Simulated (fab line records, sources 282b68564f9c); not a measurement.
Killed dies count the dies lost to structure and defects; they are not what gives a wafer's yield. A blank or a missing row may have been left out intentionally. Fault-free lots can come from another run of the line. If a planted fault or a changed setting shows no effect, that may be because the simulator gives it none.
Split-lot experiment	flow rit_cmos	5 lots, 23 wafers read, on a route of 202 steps

## ON THE SPLIT
At RIT_PLDD_COAT_01 (resist thk 1000 nm), the setting spin_rpm was moved away from the recipe's 3250 rpm on 8 of the 23 wafers read, by +2.9% to +6.5%. The other wafers ran this setting at the recipe's value.

Reading taken at the split's own step.

## THE READING
NOVOLAK_of_PLDD_COAT_01.thk_nm (the simulator's own value, which no gauge read), in nm, at RIT_PLDD_COAT_01 (resist thk 1000 nm). The file does not state a usual value for it. The 15 wafers here that ran the recipe average 999.5 nm, standard deviation 1.8 nm.

wafer	tool, chamber at the split	spin_rpm as run, rpm	against the recipe	NOVOLAK_of_PLDD_COAT_01.thk_nm, nm	against lot-mates on the recipe
L076.1	litho_track-01, 0	3250	recipe	1002	-
L076.2	litho_track-01, 0	3460	+6.5%	967.2	-33.0
L076.3	litho_track-01, 0	3250	recipe	998.5	-
L076.4	litho_track-01, 0	3460	+6.5%	968.8	-31.4
L076.5	litho_track-01, 0	3250	recipe	1000	-
L078.1	litho_track-02, 0	3344	+2.9%	984.7	-11.9
L078.2	litho_track-02, 0	3344	+2.9%	983.6	-13.0
L078.4	litho_track-02, 0	3250	recipe	996.1	-
L078.5	litho_track-02, 0	3250	recipe	997.1	-
L078.6	litho_track-02, 0	3344	+2.9%	980.8	-15.8
L080.1	litho_track-01, 0	3368	+3.6%	981.9	-16.8
L080.2	litho_track-01, 0	3368	+3.6%	983	-15.7
L080.3	litho_track-01, 0	3250	recipe	999.5	-
L080.4	litho_track-01, 0	3368	+3.6%	981.3	-17.4
L080.6	litho_track-01, 0	3250	recipe	997.9	-
L081.2	litho_track-03, 0	3250	recipe	998.8	-
L081.3	litho_track-03, 0	3250	recipe	1002	-
L081.6	litho_track-03, 0	3250	recipe	998.5	-
L083.1	litho_track-03, 0	3250	recipe	1001	-
L083.6	litho_track-03, 0	3250	recipe	1001	-
L083.2	litho_track-03, 0	3250	recipe	1000	-
L083.3	litho_track-03, 0	3250	recipe	997.4	-
L083.4	litho_track-03, 0	3250	recipe	1002	-

THE FIT
A straight line over all 23 wafers: NOVOLAK_of_PLDD_COAT_01.thk_nm changes by -4.95 nm for each +1% of spin_rpm; r = -0.99; the points scatter about the line by 1.9 nm.
The same after taking each lot's own level away (the mean of its wafers on the recipe; 23 wafers): -4.85 nm for each +1%; r = -0.99; scatter 1.4 nm.
According to that fit, moving spin_rpm by its largest amount changes the reading by 31 nm.
The span of the lots' own levels, 996.60 to 1000.28 nm, comes to 2.0 times the standard deviation stated above.
Consequently the slope shifts little with the lot-to-lot level, the two slopes agreeing.
Check: with one of the wafers moved furthest among these (+6.5%) left out of the fit, the line predicts -30.5 nm for it against its lot-mates. It came out at -33 nm against them.

## OTHER SPLITS APPLIED TO THESE WAFERS
Other splits were also applied to these wafers ahead of the reading. Each is held against what the fit with the lots' levels taken away leaves over:
other split on the same wafers	wafers away from the commonest value	r with NOVOLAK_of_PLDD_COAT_01.thk_nm (lot level and that fit taken away)
RIT_ACTIVE_CVD_03 time_s	10	-0.03
RIT_ACTIVE_DEVELOP_10 develop_time_s	9	+0.29
RIT_ACTIVE_ETCH_13 pressure_mtorr	15	+0.20
RIT_PWELL_COAT_01 spin_rpm	11	+0.06
RIT_PWELL_DEVELOP_05 develop_time_s	8	-0.37
RIT_PRETRO_COAT_01 spin_rpm	11	+0.25
RIT_GATE_SOFTBAKE_12 temp_c	9	+0.26
RIT_GATE_DEVELOP_15 develop_time_s	8	-0.05
RIT_REOX_OXIDATION_03 temp_c	18	+0.12

## THE FILE'S OWN FIT
NOVOLAK_of_PLDD_COAT_01.thk_nm changes by -4.86 nm for each +1% of spin_rpm, r = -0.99.
